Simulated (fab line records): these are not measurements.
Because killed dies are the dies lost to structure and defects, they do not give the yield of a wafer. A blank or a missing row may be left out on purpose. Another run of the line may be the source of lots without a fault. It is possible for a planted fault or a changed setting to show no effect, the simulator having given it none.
Which tool did it? || flow berkeley cmos170 || 7 lots, 21 wafers sampled, at 3 steps of a route of 331

WHAT EACH GAUGE READ, for each wafer
UCB170_M2_RS_MEAS_02: measurement is done with a four-point probe.
{"lot": "L716", "measured": "day 8 06:31", "on": "film metro-03", "M2_AL_RS (ohm/sq)": "0.0322 0.0321 0.0319"}
{"lot": "L719", "measured": "day 8 16:26", "on": "film metro-02", "M2_AL_RS (ohm/sq)": "0.0316 0.0320 0.0320"}
{"lot": "L722", "measured": "day 9 01:46", "on": "film metro-04", "M2_AL_RS (ohm/sq)": "0.0320 0.0320 0.0324"}
{"lot": "L724", "measured": "day 9 14:36", "on": "film metro-03", "M2_AL_RS (ohm/sq)": "0.0321 0.0319 0.0319"}
{"lot": "L727", "measured": "day 10 07:24", "on": "film metro-02", "M2_AL_RS (ohm/sq)": "0.0322 0.0324 0.0323"}
{"lot": "L730", "measured": "day 10 13:12", "on": "film metro-03", "M2_AL_RS (ohm/sq)": "0.1169 0.1157 0.1130"}
{"lot": "L734", "measured": "day 11 18:26", "on": "film metro-02", "M2_AL_RS (ohm/sq)": "0.0321 0.0321 0.0321"}

WHICH TOOL RAN EACH LOT (tool, then ch and the chambers of the sampled wafers, then the start)
{"lot": "L716", "UCB170_M1_STRIP_13": "plasma asher-02 ch 0,1, day 7 23:44", "UCB170_M2_SPUTTER_01": "pvd sputter-04, day 8 06:23"}
{"lot": "L719", "UCB170_M1_STRIP_13": "plasma asher-04 ch 0,1, day 8 09:54", "UCB170_M2_SPUTTER_01": "pvd sputter-02, day 8 16:21"}
{"lot": "L722", "UCB170_M1_STRIP_13": "plasma asher-04 ch 0,1, day 8 18:02", "UCB170_M2_SPUTTER_01": "pvd sputter-02, day 9 01:40"}
{"lot": "L724", "UCB170_M1_STRIP_13": "plasma asher-04 ch 1, day 9 06:25", "UCB170_M2_SPUTTER_01": "pvd sputter-01, day 9 14:31"}
{"lot": "L727", "UCB170_M1_STRIP_13": "plasma asher-03 ch 0,1, day 9 23:55", "UCB170_M2_SPUTTER_01": "pvd sputter-01, day 10 07:19"}
{"lot": "L730", "UCB170_M1_STRIP_13": "plasma asher-04 ch 0,1, day 10 05:24", "UCB170_M2_SPUTTER_01": "pvd sputter-04, day 10 13:07"}
{"lot": "L734", "UCB170_M1_STRIP_13": "plasma asher-02 ch 0,1, day 11 09:13", "UCB170_M2_SPUTTER_01": "pvd sputter-01, day 11 18:19"}
- UCB170_M1_STRIP_13: strips in O2.
- UCB170_M2_SPUTTER_01: material Al, target thk 900 nm, time 120 s.

THE ANSWER, worked out from the rows above alone
Rule: the usual values come from the lots themselves. Put in order of their means at a reading, lots are off if they are a third of the lots or fewer, leave a main group of 4 or more, and stand apart from it by a gap of 3 or more times the standard deviation of the main group's means; of several such gaps the widest counts. The tables above print the reading to a certain number of digits; a main group whose means all agree to those digits is not used. A lot without any number at a reading at which 4 lots or more have one is off too. All remaining lots with rows at the step are treated as sound.
Off: L730, seen at UCB170_M2_RS_MEAS_02 (M2_AL_RS). Main group: mean 0.0321 ohm/sq, sd 0.00014.
A tool fits if, at a process step before that reading, it ran every lot that is off, and no sound lot after the first of them. The gauges at UCB170_M2_RS_MEAS_02 are tried like those tools. Can't be told from this: 3 tools fit, plasma asher-04 at UCB170_M1_STRIP_13, pvd sputter-04 at UCB170_M2_SPUTTER_01, film metro-03 at UCB170_M2_RS_MEAS_02.

WHAT WAS PUT IN BY THE SIMULATOR
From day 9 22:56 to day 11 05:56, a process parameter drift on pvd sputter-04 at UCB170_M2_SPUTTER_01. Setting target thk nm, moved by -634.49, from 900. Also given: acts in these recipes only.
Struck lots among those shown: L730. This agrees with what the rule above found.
